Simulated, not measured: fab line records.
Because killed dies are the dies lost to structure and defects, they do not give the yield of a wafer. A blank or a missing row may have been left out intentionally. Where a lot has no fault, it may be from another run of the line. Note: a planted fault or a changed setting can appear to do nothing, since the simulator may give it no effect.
One fault through the eyes of 2 desks / flow ritCmos / what lay behind the numbers comes last; until then each desk has only its own

TOOL OWNER'S DESK, plasmaAsher-02
The tool's own readings at RIT_PLDD_STRIP_09 (strips in O2, time 180 s): means of the sampled wafers that have a number, for each lot that ran on this tool. A lot is out of limits, marked OUT, if its mean lies more than 4 standard deviations from the usual mean; the brackets give that distance.
Columns: A = drypumpMotorCurrentA at RIT_PLDD_STRIP_09, usual 5.5 A; B = o2FlowSccm at RIT_PLDD_STRIP_09, usual 4000 sccm
lot=L359; first seen here=day 2 21:14; A=5.2; B=3993
lot=L360; first seen here=day 3 01:21; A=5.9; B=3992
lot=L362; first seen here=day 3 10:02; A=5.2; B=3982
lot=L363; first seen here=day 3 17:22; A=5.6; B=3325 (-52) OUT
lot=L366; first seen here=day 4 07:56; A=5.6; B=3337 (-51) OUT
lot=L382; first seen here=day 7 21:28; A=5.6; B=3992
This desk's finding: out of limits on L363, L366; first on L363, day 3 17:22 (o2FlowSccm at RIT_PLDD_STRIP_09). L359, L360, L362, L382 stayed within limits.

THE METROLOGY DESK
What the gauges read for every lot (on any tool): the sampled wafers with a number, averaged. A lot is out of limits, marked OUT, if its mean lies more than 4 standard deviations from the usual mean; the brackets give that distance.
Columns: A = PWELL_OVL at RIT_PWELL_OVL_MEAS_06, usual -0.9 nm; B = GATE_OXIDE_THK at RIT_GATE_THK_MEAS_07, usual 3.01 nm
lot=L359; first seen here=day 1 22:46; A=-1.7; B=3.00
lot=L360; first seen here=day 2 03:48; A=-2.1; B=3.02
lot=L362; first seen here=day 2 13:09; A=-2.7; B=3.05
lot=L363; first seen here=day 2 19:47; A=0.3; B=3.04
lot=L366; first seen here=day 3 10:28; A=0.0; B=3.05
lot=L369; first seen here=day 4 01:55; A=-1.4; B=3.03
lot=L372; first seen here=day 4 16:25; A=0.5; B=2.95
lot=L375; first seen here=day 5 07:52; A=0.6; B=2.94
lot=L378; first seen here=day 5 23:07; A=-1.0; B=3.03
lot=L379; first seen here=day 6 02:37; A=-2.2; B=2.98
lot=L380; first seen here=day 6 09:13; A=-1.4; B=3.04
lot=L381; first seen here=day 6 15:09; A=-0.8; B=3.05
lot=L382; first seen here=day 6 20:09; A=-1.1; B=3.01
This desk found nothing out of limits on any of the 13 lots.

TAKEN TOGETHER
The tool owner's desk had the chance to raise an alarm at day 3 17:22 on L363, L366.
At the metrology desk, nothing out of limits was observed.
The metrology desk has L363, L366 on record, within its limits.
All the named lots went through RIT_PLDD_STRIP_09 on plasmaAsher-02.

WHAT THE SIMULATOR PUT IN
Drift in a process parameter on plasmaAsher-02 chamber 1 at RIT_PLDD_STRIP_09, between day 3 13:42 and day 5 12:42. From 4000, the setting o2FlowSccm moved by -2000. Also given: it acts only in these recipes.
Lots struck among those shown: L363, L366.
Hours from the fault's start to each desk's first reading out of limits: the tool owner's desk, 4.
